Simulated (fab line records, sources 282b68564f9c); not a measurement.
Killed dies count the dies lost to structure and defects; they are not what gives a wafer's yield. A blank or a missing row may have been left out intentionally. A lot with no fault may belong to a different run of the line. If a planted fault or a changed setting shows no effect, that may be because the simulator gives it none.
Which tool is to blame? | flow ritCmos | Sampling: 13 lots, 39 wafers, 2 of 202 route steps

== WHAT THE GAUGES SHOWED, per wafer ==
RIT_GATE_THK_MEAS_09.
lot  | measured    | on           | GATE_POLY_THK (nm)
L854 | day 2 18:52 | filmMetro-01 | 251.4 252.8 252.6
L855 | day 2 21:49 | filmMetro-01 | 250.2 252.8 250.5
L856 | day 3 04:01 | filmMetro-02 | 246.2 245.0 248.9
L857 | day 3 08:07 | filmMetro-02 | 251.1 250.5 250.3
L859 | day 3 19:06 | filmMetro-02 | 251.5 254.9 255.2
L860 | day 4 03:59 | filmMetro-01 | 251.3 252.6 250.1
L861 | day 4 05:58 | filmMetro-02 | 248.2 249.1 250.1
L864 | day 4 18:36 | filmMetro-01 | 92.7 92.0 91.8
L865 | day 4 22:50 | filmMetro-02 | 250.8 250.2 247.5
L866 | day 5 05:36 | filmMetro-02 | 251.4 254.5 252.2
L873 | day 6 16:25 | filmMetro-02 | 253.1 252.4 251.5
L874 | day 6 20:52 | filmMetro-01 | 251.7 249.4 249.6
L876 | day 7 08:10 | filmMetro-01 | 255.9 253.5 254.9

== EACH LOT AND THE TOOL THAT RAN IT (in order: tool; ch and the chambers of the sampled wafers; start) ==
lot  | RIT_GATE_CVD_08
L854 | lpcvd-02 ch 1, day 2 17:15
L855 | lpcvd-01 ch 0, day 2 20:12
L856 | lpcvd-01 ch 0, day 3 02:23
L857 | lpcvd-02 ch 0, day 3 06:29
L859 | lpcvd-02 ch 1, day 3 16:41
L860 | lpcvd-01 ch 0, day 4 02:22
L861 | lpcvd-01 ch 0, day 4 04:20
L864 | lpcvd-01 ch 1, day 4 16:57
L865 | lpcvd-02 ch 1, day 4 21:12
L866 | lpcvd-02 ch 1, day 5 03:57
L873 | lpcvd-02 ch 1, day 6 13:59
L874 | lpcvd-02 ch 0, day 6 18:26
L876 | lpcvd-02 ch 0, day 7 05:44
- RIT_GATE_CVD_08: deposits poly-Si from SiH4, target thk 250 nm, time 2220 s.

== WHAT THE TOOLS THEMSELVES READ (means of the sampled wafers that have a number; where no wafer has one, the mark that the record gives instead) ==
RIT_GATE_CVD_08.
lot  | tool     | zonePowerLoadPct (%)
L854 | lpcvd-02 | 12.25
L855 | lpcvd-01 | 12.39
L856 | lpcvd-01 | 12.28
L857 | lpcvd-02 | 11.95
L859 | lpcvd-02 | 12.17
L860 | lpcvd-01 | 12.18
L861 | lpcvd-01 | 12.18
L864 | lpcvd-01 | 12.42
L865 | lpcvd-02 | 12.44
L866 | lpcvd-02 | 12.52
L873 | lpcvd-02 | 12.39
L874 | lpcvd-02 | 11.82
L876 | lpcvd-02 | 11.84

== THE ANSWER, worked out from the rows above alone ==
Rule: what is usual is taken from the lots themselves. The widest of any qualifying gaps counts: lots, ordered by their means at a reading, are off when they make up no more than a third of the lots, leave a main group of 4 or more, and stand apart from it by 3 or more times the standard deviation of that group's means. A main group whose means are all the same, to the digits that the tables above print for the reading, isn't used. Also off: a lot with no number at a reading for which 4 or more lots have one. The other lots that the step has rows for count as sound. First the gauges in route order, then the tools' own readings, where a lot's mean is used as printed above. The first step at which some lot is off is used, and at that step the reading that is off furthest; a lot without a number counts as furthest.
Off: L864, seen at RIT_GATE_THK_MEAS_09 (GATE_POLY_THK). Mean 251.2 nm and standard deviation 2.1 in the main group.
If a tool, at a process step before that reading, ran all the lots that are off and no sound lot after the first of them, it fits. Those tools and the gauges at RIT_GATE_THK_MEAS_09 are tried in the same way. One fits: lpcvd-01 at RIT_GATE_CVD_08. A fault onset in the window from L861 (day 4 04:20, its last sound lot) to L864 (day 4 16:57, its first lot off) fits.

== WHAT THE SIMULATOR HAD INSERTED ==
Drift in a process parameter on lpcvd-01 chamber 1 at RIT_GATE_CVD_08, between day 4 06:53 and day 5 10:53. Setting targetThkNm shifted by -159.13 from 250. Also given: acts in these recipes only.
Struck lots among those shown: L864. The rule above reached the same finding.
